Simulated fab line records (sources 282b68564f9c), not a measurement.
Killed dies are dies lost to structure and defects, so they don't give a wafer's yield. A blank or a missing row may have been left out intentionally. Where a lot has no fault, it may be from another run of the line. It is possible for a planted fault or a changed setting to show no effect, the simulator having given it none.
Code-filled problem report in 8D (eight disciplines) form :: flow rit cmos :: the parts of the form that need people (team, actions taken, sign-off) are left out

== 1. THE ISSUE ==
rf fwd power W at RIT_GATE_ETCH_19 reads a mean of 133.7 W on 6 wafers of 2 lots; wafers without a fault read 159.5 W with a standard deviation of 0.53. Relative to the usual mean, that is a shift of -49 standard deviations.
The step: etches poly-Si in SF6/CHF3/O2, stops on SiO2, time 165 s, target depth 312.5 nm.
First observed at day 6 04:52: wafer L718.1, on rie si-02. At this step, 42 wafers from 14 lots have a number in the record. Rule for "out", or "out of limits": more than 4 standard deviations from the usual mean. The other wafers with a number count as sound.

== 2. WHAT IT IS; WHAT IT IS NOT ==
question: which readings at this step
is: rf fwd power W
is not: drypump motor current A, oes product au, throttle valve pct

question: which lots
is: L718, L720
is not: L703, L705, L706, L707, L708, L709, L710, L712, L713, L714, L716, L725

question: which wafers of those lots
is: all that have a number
is not: -

question: read on which tools
is: rie si-02
is not: rie si-01

question: when
is: from day 6 04:52
is not: up to then (33 sound wafers); but 3 sound wafers of L725 came after

== 3. WHAT RULES OUT EACH SUSPECT ==
Counting: a tool at a process step up to the reading stays a suspect if it ran every lot that is out and no sound lot after the first of them.
- rie si-02 at RIT_GATE_ETCH_19 (etches poly-Si in SF6/CHF3/O2, stops on SiO2, time 165 s, target depth 312.5 nm): kept. Every lot that is out went through it, starting with L718 (day 6 04:52), and after that it ran no sound lot; the last sound lot it ran before then is L716 (day 5 14:11). On those wafers its own readings are out: rf fwd power W.
Remaining after the count: rie si-02 at RIT_GATE_ETCH_19.

== 4. THE CAUSE (what the simulator had put in) ==
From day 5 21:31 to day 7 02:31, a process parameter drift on rie si-02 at RIT_GATE_ETCH_19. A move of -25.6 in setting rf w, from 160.
This tool alone remained once counting was done.

== 5. THE EFFECT CHAIN, in route order ==
Rows list readings where the struck wafers' mean (over those with a number) sits beyond 3 standard deviations from the usual. Readings are gone through only where the record gives a usual standard deviation; hours: the median, over the lots, of the time from a lot's start at the first step in this table giving one to that lot's start at this step; sigmas: the change measured in usual standard deviations.
hours: 0
step: RIT_GATE_ETCH_19
reading: rf fwd power W
usual: 159.5 W
on struck wafers: 133.7
change: -25.8
sigmas: -49

hours: 20
step: RIT_M1_PROBE_99
reading: killed at front end
usual: 7
on struck wafers: 21
change: +14
sigmas: +4.8

hours: 20
step: RIT_M1_PROBE_99
reading: killed dies
usual: 7
on struck wafers: 21
change: +14
sigmas: +4.8

hours: 20
step: RIT_M1_PROBE_99
reading: killed on rim
usual: 2.0
on struck wafers: 13.7
change: +11.7
sigmas: +9.7
Its process steps:
- RIT_GATE_ETCH_19: etches poly-Si in SF6/CHF3/O2, stops on SiO2, time 165 s, target depth 312.5 nm.
- RIT_M1_PROBE_99

== 6. WHAT WOULD HAVE CAUGHT IT SOONER ==
In this record the first reading out of limits was taken at day 6 04:52, 7 hours after the fault began at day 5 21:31.
